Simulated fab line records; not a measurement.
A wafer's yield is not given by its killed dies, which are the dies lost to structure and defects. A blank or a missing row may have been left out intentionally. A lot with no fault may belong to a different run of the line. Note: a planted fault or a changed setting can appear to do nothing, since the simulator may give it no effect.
Chamber matching	flow berkeleyCmos170	UCB170_FIELD_WET_ETCH_04 on wetBench-04: 3 sister chambers
The step etches SiO2 in dHF, time 60 s. 16 wafers are shown with their chamber, then 8 later ones without.

WAFERS WITH THEIR CHAMBER
wafer	chamber	runLengthS (s)
L150.4	2	84.9
L150.5	2	84.9
L150.6	2	84.9
L151.2	1	87.7
L151.3	1	87.7
L151.6	1	87.7
L152.2	3	87.3
L152.3	3	87.3
L152.6	3	87.3
L153.2	3	86.6
L153.3	3	86.6
L153.5	3	86.6
L155.1	2	85.3
L155.2	2	85.3
L155.3	2	85.3
L156.1	1	87.1

SIGNATURES (means of the wafers above)
reading	chamber 1	chamber 2	chamber 3	scatter within a chamber
runLengthS	87.550	85.100	86.950	0.309
Rule: for a wafer and a chamber, the distance is found by dividing, reading by reading, the gap between the wafer's reading and the chamber's mean by the reading's scatter, squaring, summing and taking the root. If the next closest chamber is less than 2 further off than the closest, the wafer can't be placed; otherwise it belongs to the closest. How the scatter is found: for the shown wafers, subtract from each reading the mean of its chamber, square and add these, divide the total by (wafers less chambers), then take the root.

WAFERS WITH NO CHAMBER GIVEN
wafer	runLengthS (s)
L156.2	87.1
L156.5	87.1
L157.3	85.1
L157.4	85.1
L157.5	85.1
L158.1	85.2
L158.2	85.2
L158.3	85.2

CHAMBER TAKEN BY EACH
wafer	from the rows above	in truth
L156.2	can't be placed: 3 or 1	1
L156.5	can't be placed: 3 or 1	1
L157.3	2	2
L157.4	2	2
L157.5	2	2
L158.1	2	2
L158.2	2	2
L158.3	2	2
6 of 8 placed correctly. These rows do not allow placing 2 (true chamber among the candidates in 2). Number placed wrongly: 0.
